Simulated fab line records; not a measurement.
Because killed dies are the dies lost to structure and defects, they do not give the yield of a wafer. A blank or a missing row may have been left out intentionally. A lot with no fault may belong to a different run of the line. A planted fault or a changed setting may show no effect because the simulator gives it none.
Which tool was responsible? -- flow rit_cmos -- 42 wafers from 14 lots sampled at 2 of the route's 202 steps

## WHAT THE GAUGES SHOWED, per wafer
RIT_PRETRO_TW_MEAS_10. Usual: PRETRO_TW 477, standard deviation 3.9.
lot,measured,on,PRETRO_TW,flag
L343,day 2 11:13,film_metro-03,474 477 475,
L345,day 2 20:29,film_metro-03,476 474 473,
L346,day 3 01:23,film_metro-03,478 478 479,
L347,day 3 06:35,film_metro-01,480 482 482,
L348,day 3 09:55,film_metro-02,473 474 473,
L349,day 3 15:13,film_metro-01,479 484 480,
L350,day 3 21:57,film_metro-02,468 469 471,
L351,day 4 03:02,film_metro-01,479 481 480,
L354,day 4 16:27,film_metro-02,470 475 471,
L355,day 4 22:20,film_metro-01,483 482 482,
L361,day 6 03:08,film_metro-03,493 494 494,OFF
L362,day 6 08:00,film_metro-02,474 474 471,
L364,day 6 17:41,film_metro-01,495 494 495,OFF
L365,day 6 23:22,film_metro-02,474 473 472,

## TOOL THAT RAN EACH LOT (tool first, then ch and the chambers of the sampled wafers, then the start)
lot,RIT_PRETRO_IMPLANT_08
L343,"implanter-01 ch 0, day 2 10:55"
L345,"implanter-02 ch 0, day 2 20:11"
L346,"implanter-04 ch 0, day 3 01:05"
L347,"implanter-02 ch 0, day 3 06:16"
L348,"implanter-02 ch 0, day 3 09:35"
L349,"implanter-04 ch 0, day 3 14:55"
L350,"implanter-01 ch 0, day 3 21:38"
L351,"implanter-02 ch 0, day 4 02:42"
L354,"implanter-04 ch 0, day 4 16:08"
L355,"implanter-01 ch 0, day 4 22:01"
L361,"implanter-01 ch 0, day 6 02:48"
L362,"implanter-04 ch 0, day 6 07:41"
L364,"implanter-01 ch 0, day 6 17:22"
L365,"implanter-04 ch 0, day 6 23:04"
- RIT_PRETRO_IMPLANT_08

## WHAT THE TOOLS THEMSELVES READ (means of the sampled wafers that have a number; where no wafer has one, the mark that the record gives instead)
RIT_PRETRO_IMPLANT_08. Usual: 44.998 for beam_energy_keV, sd 0.013.
lot,tool,beam_energy_keV,flag
L343,implanter-01,45.004,
L345,implanter-02,44.993,
L346,implanter-04,44.991,
L347,implanter-02,45.002,
L348,implanter-02,44.996,
L349,implanter-04,45.004,
L350,implanter-01,44.999,
L351,implanter-02,45.012,
L354,implanter-04,44.994,
L355,implanter-01,44.984,
L361,implanter-01,54.904,OFF
L362,implanter-04,44.989,
L364,implanter-01,54.896,OFF
L365,implanter-04,44.990,

## THE ANSWER, worked out from the rows above alone
Rule: a lot is off if the mean of its wafers that have a number lies more than 3 standard deviations from the usual mean. Also off: a lot with no number at a reading for which 4 or more lots have one. All remaining lots with rows at the step are treated as sound. Order of review: gauges by route order, followed by the tools' own readings, for which a lot's mean as printed above is used. At the first step where some lot is off, the reading lying furthest off is the one used; lots without a number count as furthest.
Off: at RIT_PRETRO_TW_MEAS_10 (PRETRO_TW), L361, L364.
If a tool, at a process step before that reading, ran all the lots that are off and no sound lot after the first of them, it fits. The gauges at RIT_PRETRO_TW_MEAS_10 aren't tried: what is off there is off at RIT_PRETRO_IMPLANT_08 too, on other tools, and a gauge's error can't cause that. One candidate fits, namely implanter-01 at RIT_PRETRO_IMPLANT_08. Its last sound lot is L355 (day 4 22:01), its first lot that is off L361 (day 6 02:48): a fault that began between those two fits.
On the lots that are off, the tool's own readings at RIT_PRETRO_IMPLANT_08 differ by more than 5 times the standard deviation of the sound lots' means, which bears it out; beam_energy_keV reads 54.900 there versus 44.996 on the sound lots.

## WHAT THE SIMULATOR HAD INSERTED
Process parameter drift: implanter-01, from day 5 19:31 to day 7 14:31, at RIT_PRETRO_IMPLANT_08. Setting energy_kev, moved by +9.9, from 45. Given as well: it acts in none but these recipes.
Shown lots that were struck: L361, L364. The rule above reached the same finding.
